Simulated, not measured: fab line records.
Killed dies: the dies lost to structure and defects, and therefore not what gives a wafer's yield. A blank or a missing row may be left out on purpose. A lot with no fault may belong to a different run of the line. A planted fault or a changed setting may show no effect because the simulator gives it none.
fab line records | flow ritCmos
record: lots: 13 wafers: 39 lastDay: 7
route steps=202 shown CONTACT@173
lots that met no fault: from a run of the same line without faults
startH: the number of hours between the record's first day and the start of the first shown wafer of the lot | waitH: hours elapsed since this lot's preceding step | " the same as in the row above | L1.1+2: several wafers, shown together as one row | - no value present, or no start provided | * or withheld: withheld | < > ~ a bound
route shown NAME@n: names a module that has steps shown in the file, with the first one's number in the route | usual: average and standard deviation across the fault-free wafers | same: alike in all rows | chamber/n: place in a boat | sites: the reading at each site | _std_site: standard deviation of those values | _edge_site: the outer-site mean with the inner-site mean subtracted | radiusMm: how far each site lies from the wafer's centre | mask NAME#n: copy n | behind: the most recent tool/chamber to have shaped the wafer | hold: cause of the lot's hold/its duration in hours/its outcome | device: names the non-switching transistor (n, p or np) | end of line: tests of these same wafers at the route's end | a step with no rows: only its recipe | killed: at the first sort, the dies lost to defects and structure; wafer yield is something else | map: a wafer's dies, marking killed ones x, the rest . and places with no die _
set.NAME: the setting the step ran with; set.NAME@STEP: the setting that earlier step ran with | model.NAME: the simulator's own value behind a step, which no gauge read
a sample of lots followed through the steps of the route, with each step as a table and each wafer as a row
services: the hour from which a tool's chamber was out of use, counted from the record's first day as startH (under 0 if before that day), plus the number of hours and why
== steps ==
step: RIT_CONTACT_EXPOSE_05
recipe: maskId: M11 na: 0.6 sourceShape: conventional sigmaOuter: 0.5 targetCdNm: 1000 doseMj: 250
usual: exposureDoseMJCm2: 250.3/0.49
columns lot.wafer tool chamber startH waitH mask exposureDoseMJCm2
L794.3 ilineStepper-01 0 50.43 0.1 M11#0 249.7
L794.4 " 0 " " M11#0 249.7
L794.6 " 0 " " M11#0 249.8
L795.4 ilineStepper-01 0 56.62 0.1 M11#0 250.1
L795.5 " 0 " " M11#0 250.2
L795.6 " 0 " " M11#0 250.2
L796.1 ilineStepper-01 0 61.63 0.2 M11#0 250.2
L796.2 " 0 " " M11#0 249.9
L796.3 " 0 " " M11#0 249.9
L797.3 ilineStepper-01 0 67.40 0.1 M11#0 249.7
L797.4 " 0 " " M11#0 250.3
L797.5 " 0 " " M11#0 249.8
L798.1 ilineStepper-01 0 71.45 0.1 M11#0 213.3
L798.4 " 0 " " M11#0 213.5
L798.6 " 0 " " M11#0 213.4
L799.2 ilineStepper-01 0 75.54 0.1 M11#0 221.2
L799.4 " 0 " " M11#0 220.8
L799.5 " 0 " " M11#0 220.6
L800.1 ilineStepper-02 0 80.29 0.2 M11#0 250.7
L800.2 " 0 " " M11#0 251.2
L800.6 " 0 " " M11#0 250.7
L801.2 ilineStepper-02 0 86.39 0.2 M11#0 251.1
L801.4 " 0 " " M11#0 250.8
L801.5 " 0 " " M11#0 250.6
L806.2 ilineStepper-02 0 110.96 0.1 M11#0 250.5
L806.4 " 0 " " M11#0 250.6
L806.6 " 0 " " M11#0 250.5
L810.3 ilineStepper-02 0 131.37 0.2 M11#0 250.6
L810.4 " 0 " " M11#0 250.5
L810.6 " 0 " " M11#0 250.3
L812.3 ilineStepper-02 0 141.11 0.2 M11#0 250.6
L812.5 " 0 " " M11#0 250.9
L812.6 " 0 " " M11#0 250.4
L814.2 ilineStepper-02 0 151.72 0.2 M11#0 250.4
L814.3 " 0 " " M11#0 250.7
L814.5 " 0 " " M11#0 250.6
L815.2 ilineStepper-02 0 155.72 0.1 M11#0 250.5
L815.3 " 0 " " M11#0 250.7
L815.6 " 0 " " M11#0 250.2
step: RIT_CONTACT_CD_MEAS_08
recipe: targetCdNm: 1000
usual: cdNm: 1000.0/2.1
columns lot.wafer tool chamber startH waitH cdNm
L794.3 cdSem-01 - 50.94 - 998.0
L794.4 " - " " 999.9
L794.6 " - " " 997.8
L795.4 cdSem-01 - 57.14 - 1002.5
L795.5 " - " " 1002.4
L795.6 " - " " 1001.8
L796.1 cdSem-01 - 62.14 - 999.3
L796.2 " - " " 1000.2
L796.3 " - " " 1000.3
L797.3 cdSem-01 - 67.92 - 1002.0
L797.4 " - " " 1002.2
L797.5 " - " " 1002.7
L798.1 cdSem-02 - 72.00 - 958.5
L798.4 " - " " 958.4
L798.6 " - " " 956.2
L799.2 cdSem-01 - 76.05 - 965.0
L799.4 " - " " 964.4
L799.5 " - " " 966.0
L800.1 cdSem-01 - 80.81 - 1001.7
L800.2 " - " " 999.3
L800.6 " - " " 1003.3
L801.2 cdSem-02 - 86.91 - 998.8
L801.4 " - " " 994.2
L801.5 " - " " 997.4
L806.2 cdSem-02 - 111.48 - 1002.1
L806.4 " - " " 1001.6
L806.6 " - " " 1001.5
L810.3 cdSem-01 - 131.88 - 996.6
L810.4 " - " " 996.6
L810.6 " - " " 996.6
L812.3 cdSem-02 - 141.62 - 996.9
L812.5 " - " " 996.3
L812.6 " - " " 998.1
L814.2 cdSem-01 - 152.24 - 999.8
L814.3 " - " " 1000.5
L814.5 " - " " 998.0
L815.2 cdSem-01 - 156.24 - 1000.3
L815.3 " - " " 1000.2
L815.6 " - " " 1000.4
== services ==
columns tool chamber startH hours kind
ilineStepper-02 - 43.09 1.7 pm
ilineStepper-01 0 47.28 - calibration
ilineStepper-02 - 61.26 11.4 repair
ilineStepper-01 - 85.50 21.6 repair
ilineStepper-01 - 107.06 8.9 pm
ilineStepper-02 0 124.75 - calibration
ilineStepper-01 - 142.74 1.7 pm
== key ==
firstSign: step: RIT_CONTACT_EXPOSE_05 reading: exposureDoseMJCm2 direction: down sigmas: 68 usual: 250.3 struck: 217.1
effect: step: RIT_CONTACT_CD_MEAS_08 reading: cdNm direction: down sigmas: 18 usual: 1000.0 struck: 961.4 through: controlLoop
metAt RIT_CONTACT_EXPOSE_05
struckLots L798,L799
testerLeftOut L798,L799
loopTrim: step: RIT_CONTACT_EXPOSE_05 setting: dose lots: L799
onsetBetween 67.40 71.45
fault: kind: processParameterDrift tool: ilineStepper-01 chamber: - onsetH: 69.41 steps: RIT_CONTACT_EXPOSE_05 channel: doseMj offset: -36.232 shape: step actsIn: theseRecipesOnly stated: 250
testerLeftOut: of these lots the tester's yield and bins aren't shown, on N5 and GAA mostly nor the transistor test; their killed dies are dies lost to structure and defects alone, not to doping, threshold or leakage, so they don't give the yield
loopTrim: a control loop set the setting to another value than it would have without faults
